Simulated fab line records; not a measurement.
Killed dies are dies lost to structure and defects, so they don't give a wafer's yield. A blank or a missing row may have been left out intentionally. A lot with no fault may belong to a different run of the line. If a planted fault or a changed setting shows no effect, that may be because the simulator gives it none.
Which of the tools did it? :: flow rit-cmos :: Sampling: 14 lots, 42 wafers, 2 of 202 route steps

WHAT THE GAUGES SHOWED, per wafer
RIT_NRETRO_OVL_MEAS_06. Usual: NRETRO_OVL typically reads -0.6 nm, with standard deviation 1.5.
lot: L950
measured: day 2 05:19
on: overlay-01
NRETRO_OVL (nm): -0.9 -0.6 -1.1
flag: 

lot: L951
measured: day 2 11:43
on: overlay-01
NRETRO_OVL (nm): 0.3 -1.4 -0.9
flag: 

lot: L952
measured: day 2 20:55
on: overlay-02
NRETRO_OVL (nm): 0.3 -1.7 -2.9
flag: 

lot: L954
measured: day 3 07:45
on: overlay-01
NRETRO_OVL (nm): -0.8 -0.6 0.4
flag: 

lot: L955
measured: day 3 07:59
on: overlay-01
NRETRO_OVL (nm): 0.8 0.6 -0.1
flag: 

lot: L956
measured: day 3 13:19
on: overlay-01
NRETRO_OVL (nm): 1.0 0.5 0.4
flag: 

lot: L957
measured: day 3 17:04
on: overlay-02
NRETRO_OVL (nm): -1.8 -2.1 -3.0
flag: 

lot: L958
measured: day 3 22:17
on: overlay-02
NRETRO_OVL (nm): -1.6 -1.3 -0.6
flag: 

lot: L959
measured: day 4 03:47
on: overlay-02
NRETRO_OVL (nm): -0.3 -1.7 -2.4
flag: 

lot: L962
measured: day 4 17:55
on: overlay-02
NRETRO_OVL (nm): -301.0 -300.7 -301.0
flag: OFF

lot: L963
measured: day 4 22:21
on: overlay-01
NRETRO_OVL (nm): -1.0 0.8 -2.0
flag: 

lot: L966
measured: day 5 14:37
on: overlay-02
NRETRO_OVL (nm): -305.7 -305.0 -304.8
flag: OFF

lot: L967
measured: day 5 18:13
on: overlay-01
NRETRO_OVL (nm): 1.8 0.1 -0.7
flag: 

lot: L970
measured: day 6 09:02
on: overlay-02
NRETRO_OVL (nm): 1.7 2.6 0.8
flag: 

WHICH TOOL RAN EACH LOT (tool, then ch and the chambers of the sampled wafers, then the start)
lot: L950
RIT_NRETRO_EXPOSE_03: iline-stepper-02 ch 0, day 2 04:55

lot: L951
RIT_NRETRO_EXPOSE_03: iline-stepper-01 ch 0, day 2 11:17

lot: L952
RIT_NRETRO_EXPOSE_03: iline-stepper-01 ch 0, day 2 20:29

lot: L954
RIT_NRETRO_EXPOSE_03: iline-stepper-01 ch 0, day 3 07:20

lot: L955
RIT_NRETRO_EXPOSE_03: iline-stepper-02 ch 0, day 3 07:35

lot: L956
RIT_NRETRO_EXPOSE_03: iline-stepper-01 ch 0, day 3 12:55

lot: L957
RIT_NRETRO_EXPOSE_03: iline-stepper-01 ch 0, day 3 16:40

lot: L958
RIT_NRETRO_EXPOSE_03: iline-stepper-02 ch 0, day 3 21:52

lot: L959
RIT_NRETRO_EXPOSE_03: iline-stepper-02 ch 0, day 4 03:22

lot: L962
RIT_NRETRO_EXPOSE_03: iline-stepper-01 ch 0, day 4 17:29

lot: L963
RIT_NRETRO_EXPOSE_03: iline-stepper-02 ch 0, day 4 21:58

lot: L966
RIT_NRETRO_EXPOSE_03: iline-stepper-01 ch 0, day 5 14:13

lot: L967
RIT_NRETRO_EXPOSE_03: iline-stepper-02 ch 0, day 5 17:48

lot: L970
RIT_NRETRO_EXPOSE_03: iline-stepper-02 ch 0, day 6 08:37
- RIT_NRETRO_EXPOSE_03: exposes mask M4, target cd 43900 nm.

WHAT THE TOOLS THEMSELVES READ (means of the sampled wafers that have a number; where no wafer has one, the mark that the record gives instead)
RIT_NRETRO_EXPOSE_03. Usual: reticle-temp-C 23.00 C, standard deviation 0.1; stage-vel-mm-s 500.00 mm/s, standard deviation 0.27.
lot: L950
tool: iline-stepper-02
reticle-temp-C (C): 23.04
stage-vel-mm-s (mm/s): 500.17
flag: 

lot: L951
tool: iline-stepper-01
reticle-temp-C (C): 22.96
stage-vel-mm-s (mm/s): 500.12
flag: 

lot: L952
tool: iline-stepper-01
reticle-temp-C (C): 22.88
stage-vel-mm-s (mm/s): 500.33
flag: 

lot: L954
tool: iline-stepper-01
reticle-temp-C (C): 22.98
stage-vel-mm-s (mm/s): 499.72
flag: 

lot: L955
tool: iline-stepper-02
reticle-temp-C (C): 23.02
stage-vel-mm-s (mm/s): 499.78
flag: 

lot: L956
tool: iline-stepper-01
reticle-temp-C (C): 23.02
stage-vel-mm-s (mm/s): 500.08
flag: 

lot: L957
tool: iline-stepper-01
reticle-temp-C (C): 23.04
stage-vel-mm-s (mm/s): 499.85
flag: 

lot: L958
tool: iline-stepper-02
reticle-temp-C (C): 23.01
stage-vel-mm-s (mm/s): 499.86
flag: 

lot: L959
tool: iline-stepper-02
reticle-temp-C (C): 23.13
stage-vel-mm-s (mm/s): 499.70
flag: 

lot: L962
tool: iline-stepper-01
reticle-temp-C (C): 22.98
stage-vel-mm-s (mm/s): 500.09
flag: 

lot: L963
tool: iline-stepper-02
reticle-temp-C (C): 23.04
stage-vel-mm-s (mm/s): 500.03
flag: 

lot: L966
tool: iline-stepper-01
reticle-temp-C (C): 22.88
stage-vel-mm-s (mm/s): 500.02
flag: 

lot: L967
tool: iline-stepper-02
reticle-temp-C (C): 23.06
stage-vel-mm-s (mm/s): 500.44
flag: 

lot: L970
tool: iline-stepper-02
reticle-temp-C (C): 23.03
stage-vel-mm-s (mm/s): 499.83
flag: 

THE ANSWER, worked out from the rows above alone
Rule: take the mean of a lot's wafers that have a number; if it is more than 3 standard deviations from the usual mean, the lot is off. A lot without any number at a reading at which 4 lots or more have one is off too. All remaining lots with rows at the step are treated as sound. The gauges are gone through in route order, then the tools' own readings, and for those a lot's mean is taken as printed above. The first step at which some lot is off is used, and at that step the reading that is off furthest; a lot without a number counts as furthest.
Off: L962, L966, at RIT_NRETRO_OVL_MEAS_06 (NRETRO_OVL).
A tool fits if, at a process step before that reading, it ran every lot that is off, and no sound lot after the first of them. The gauges at RIT_NRETRO_OVL_MEAS_06 are tried like those tools. One candidate fits, namely iline-stepper-01 at RIT_NRETRO_EXPOSE_03. Its last sound lot is L957 (day 3 16:40), its first lot that is off L962 (day 4 17:29): a fault that began between those two fits.

WHAT HAD BEEN PUT IN BY THE SIMULATOR
Scanner matching overlay: iline-stepper-01, from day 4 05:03 on, at RIT_NRETRO_EXPOSE_03. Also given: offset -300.
Shown lots that were struck: L962, L966. The rule above found the same.
